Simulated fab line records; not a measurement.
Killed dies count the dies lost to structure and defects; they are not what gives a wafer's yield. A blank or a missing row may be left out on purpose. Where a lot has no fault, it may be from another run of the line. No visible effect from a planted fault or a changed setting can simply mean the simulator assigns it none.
fab line records    flow rit-cmos
record: lots: 6  wafers: 18  last-day: 7
route steps=202 shown PWELL@46 WELLDRIVE@50 NWELL@51 NRETRO@53
lots that met no fault: taken from a fault-free run of the same line
start-h: start of the lot's first displayed wafer, in hours after the record's first day    wait-h: time in hours since the lot's previous step    " as in the row above    L1.1+2: a single row standing in for several wafers    - no value, or no start was given    * or withheld: withheld    < > ~ a bound
route shown NAME@n: NAME is a module with steps in the file, n the number in the route of the first one    usual: the fault-free wafers' mean and standard deviation    same: alike in all rows    chamber/n: place in a boat    sites: each site's reading    _std_site: their standard deviation    _edge_site: mean of outer sites minus mean of inner sites    radius-mm: for every site, how far away it sits from the centre of the wafer    mask NAME#n: copy n    behind: tool/chamber where the wafer was last shaped    hold: what put the lot on hold/how long, in hours/how the hold closed    device: transistor that didn't switch, given as n, p or np    end of line: the route-end tests of the same wafers    a step without rows: its recipe alone    killed: not the wafer's yield, but the dies lost to structure and defects at the first sort    map: a wafer's dies, marking killed ones x, the rest . and places with no die _
set.NAME: the run value of the setting; set.NAME@STEP: its run value at that earlier step    model.NAME: the simulator's own value behind a step, which no gauge read
a table for each step, a row for each wafer; lots at some steps of the route
services: the hour from which a tool's chamber was out of use, counted from the record's first day as start-h (under 0 if before that day), plus the number of hours and why
== steps ==
step: RIT_PWELL_HARDBAKE_07
recipe: resist: NOVOLAK  temp-c: 140  time-s: 120
step: RIT_PWELL_IMPLANT_08
recipe: species: B  energy-kev: 170  dose-cm2: 7e+13  tilt-deg: 7
step: RIT_PWELL_STRIP_09
recipe: chemistry: O2  time-s: 180  resist: NOVOLAK  platen-temp-c: withheld  power-w: 500  pressure-mtorr: 4000  o2-flow-sccm: 4000
usual: drypump-motor-current-A: 5.8/0.51  o2-flow-sccm: 4000/12
lot.wafer  tool             chamber  start-h  wait-h  drypump-motor-current-A  o2-flow-sccm  rf-hours-counter-h
L131.1     plasma-asher-04  0        32.57    0.1     6.3                      3996          41
L131.5     "                0        "        "       6.3                      3984          -
L131.6     "                1        "        "       6.3                      3985          -
L143.4     plasma-asher-02  1        92.56    0.1     5.5                      4002          -
L143.5     "                1        "        "       5.5                      3994          -
L143.6     "                0        "        "       5.4                      4011          -
L144.2     plasma-asher-04  1        99.81    0.1     6.3                      3994          49
L144.5     "                1        "        "       6.3                      4006          -
L144.6     "                0        "        "       6.3                      3974          -
L145.1     plasma-asher-04  0        104.80   0.1     6.3                      4005          49
L145.2     "                1        "        "       6.4                      3989          49
L145.3     "                1        "        "       6.3                      3986          -
L150.1     plasma-asher-04  0        127.80   0.1     6.3                      4012          52
L150.2     "                1        "        "       6.3                      3999          52
L150.4     "                1        "        "       6.3                      3987          -
L152.1     plasma-asher-04  0        137.53   0.1     6.3                      4006          53
L152.4     "                1        "        "       6.4                      4025          -
L152.6     "                1        "        "       6.3                      3992          -
step: RIT_PWELL_TW_MEAS_10
usual: PWELL_TW: 954/6.8
lot.wafer  tool           chamber  start-h  wait-h  PWELL_TW
L131.1     film-metro-01  -        32.74    0.1     946
L131.5     "              -        "        "       945
L131.6     "              -        "        "       944
L143.4     film-metro-03  -        92.70    0.1     964
L143.5     "              -        "        "       968
L143.6     "              -        "        "       958
L144.2     film-metro-02  -        99.99    0.1     964
L144.5     "              -        "        "       953
L144.6     "              -        "        "       955
L145.1     film-metro-03  -        104.97   0.1     962
L145.2     "              -        "        "       963
L145.3     "              -        "        "       969
L150.1     film-metro-02  -        127.98   0.1     950
L150.2     "              -        "        "       944
L150.4     "              -        "        "       953
L152.1     film-metro-03  -        137.71   0.1     963
L152.4     "              -        "        "       959
L152.6     "              -        "        "       960
step: RIT_WELLDRIVE_ANNEAL_00
recipe: temp-c: 1100  time-s: 14700  ambient: N2
step: RIT_WELLDRIVE_RS_MEAS_01
recipe: thk-meas-gauge: four-point-probe
usual: NWELL_RS: 275.2/0.75
lot.wafer  tool           chamber  start-h  wait-h  NWELL_RS[ohm/sq]
L131.1     film-metro-03  -        38.91    0.0     274.3
L131.5     "              -        "        "       275.1
L131.6     "              -        "        "       274.4
L143.4     film-metro-01  -        97.88    0.1     275.6
L143.5     "              -        "        "       274.5
L143.6     "              -        "        "       275.6
L144.2     film-metro-02  -        105.15   0.0     274.5
L144.5     "              -        "        "       275.7
L144.6     "              -        "        "       274.9
L145.1     film-metro-02  -        110.12   0.0     275.9
L145.2     "              -        "        "       274.9
L145.3     "              -        "        "       274.8
L150.1     film-metro-03  -        133.95   0.0     274.9
L150.2     "              -        "        "       275.4
L150.4     "              -        "        "       274.9
L152.1     film-metro-02  -        142.92   0.0     275.7
L152.4     "              -        "        "       274.9
L152.6     "              -        "        "       275.5
step: RIT_WELLDRIVE_RS_MEAS_02
recipe: thk-meas-gauge: four-point-probe
usual: PWELL_RS: 429.4/1.1
lot.wafer  tool           chamber  start-h  wait-h  PWELL_RS[ohm/sq]
L131.1     film-metro-03  -        39.03    0.1     428.0
L131.5     "              -        "        "       429.7
L131.6     "              -        "        "       429.0
L143.4     film-metro-01  -        98.00    0.1     431.5
L143.5     "              -        "        "       431.0
L143.6     "              -        "        "       430.3
L144.2     film-metro-02  -        105.27   0.1     427.9
L144.5     "              -        "        "       428.5
L144.6     "              -        "        "       428.9
L145.1     film-metro-02  -        110.24   0.1     428.8
L145.2     "              -        "        "       429.5
L145.3     "              -        "        "       430.7
L150.1     film-metro-03  -        134.07   0.1     429.7
L150.2     "              -        "        "       430.3
L150.4     "              -        "        "       428.3
L152.1     film-metro-02  -        143.04   0.1     427.2
L152.4     "              -        "        "       427.8
L152.6     "              -        "        "       426.9
step: RIT_NRETRO_HMDS_00
recipe: prime-time-s: 60  prime-temp-c: 140
step: RIT_NRETRO_COAT_01
recipe: resist: NOVOLAK  spin-rpm: 2000  resist-thk-nm: 1300
step: RIT_NRETRO_SOFTBAKE_02
recipe: resist: NOVOLAK  temp-c: 90  time-s: 60
step: RIT_NRETRO_EXPOSE_03
recipe: mask-id: M4  na: 0.57  target-cd-nm: 43900  dose-mj: 250
step: RIT_NRETRO_PEB_04
recipe: resist: NOVOLAK  temp-c: withheld  time-s: withheld
step: RIT_NRETRO_DEVELOP_05
recipe: resist: NOVOLAK  develop-time-s: 68  dev-temp-c: 23
usual: chill-plate-temp-C: 23.00/0.11  develop-time-s: 68/0
lot.wafer  tool            chamber  start-h  wait-h  chill-plate-temp-C  develop-time-s
L131.1     litho-track-02  0        39       -       22.88               68
L131.5     "               0        "        "       22.99               68
L131.6     "               0        40       -       22.89               68
L143.4     litho-track-02  -        98       -       -                   -
L143.5     "               -        "        "       -                   -
L143.6     "               -        "        "       -                   -
L144.2     litho-track-04  -        106      -       -                   -
L144.5     "               -        "        "       -                   -
L144.6     "               -        "        "       -                   -
L145.1     litho-track-03  0        111      -       23.02               68
L145.2     "               0        "        "       23.01               68
L145.3     "               0        "        "       23.00               68
L150.1     litho-track-03  0        134      -       22.89               68
L150.2     "               0        "        "       22.90               68
L150.4     "               0        "        "       22.88               68
L152.1     litho-track-02  0        143      -       22.97               68
L152.4     "               0        "        "       23.15               68
L152.6     "               0        144      -       23.22               68
step: RIT_NRETRO_OVL_MEAS_06
usual: NRETRO_OVL: 0.7/1.7
lot.wafer  tool        chamber  start-h  wait-h  NRETRO_OVL[nm]
L131.1     overlay-02  -        40.03    -       0.2
L131.5     "           -        "        "       0.2
L131.6     "           -        "        "       -0.7
L143.4     overlay-02  -        98.95    -       -
L143.5     "           -        "        "       -
L143.6     "           -        "        "       -
L144.2     overlay-02  -        106.38   -       -
L144.5     "           -        "        "       -
L144.6     "           -        "        "       -
L145.1     overlay-01  -        111.24   -       0.8
L145.2     "           -        "        "       -0.6
L145.3     "           -        "        "       0.5
L150.1     overlay-01  -        135.07   -       -0.1
L150.2     "           -        "        "       0.6
L150.4     "           -        "        "       -0.9
L152.1     overlay-01  -        144.04   -       0.6
L152.4     "           -        "        "       0.5
L152.6     "           -        "        "       2.1
== services ==
tool             chamber  start-h  hours  kind
plasma-asher-04  -        21.50    2.6    repair
plasma-asher-02  -        108.75   9.0    pm
plasma-asher-02  0        108.75   9.0    vent-cycle
plasma-asher-02  1        108.75   9.0    vent-cycle
plasma-asher-02  0        117.75   -      clean
plasma-asher-02  1        117.75   -      clean
plasma-asher-04  -        125.04   2.2    repair
== key ==
first-sign: step: RIT_NRETRO_DEVELOP_05  reading: tool-record  direction: missing
effect none on later readings
met-at RIT_NRETRO_DEVELOP_05
struck-wafers L143.4,L143.5,L143.6,L144.2,L144.5,L144.6
sort-left-out L143.4,L143.5,L143.6,L144.2,L144.5,L144.6
tester-left-out L143,L144
onset-between 39 98
fault: kind: skipped-step-whole  tool: litho-track-02,litho-track-04  chamber: -  onset-h: 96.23  steps: RIT_NRETRO_DEVELOP_05  scope: struck-lots-only
tester-left-out: of these lots the tester's yield and bins aren't shown, on N5 and GAA mostly nor the transistor test; their killed dies are dies lost to structure and defects alone, not to doping, threshold or leakage, so they don't give the yield
sort-left-out: the simulated sort isn't trusted on such a fault, so these wafers' sort isn't shown, and their yield isn't known
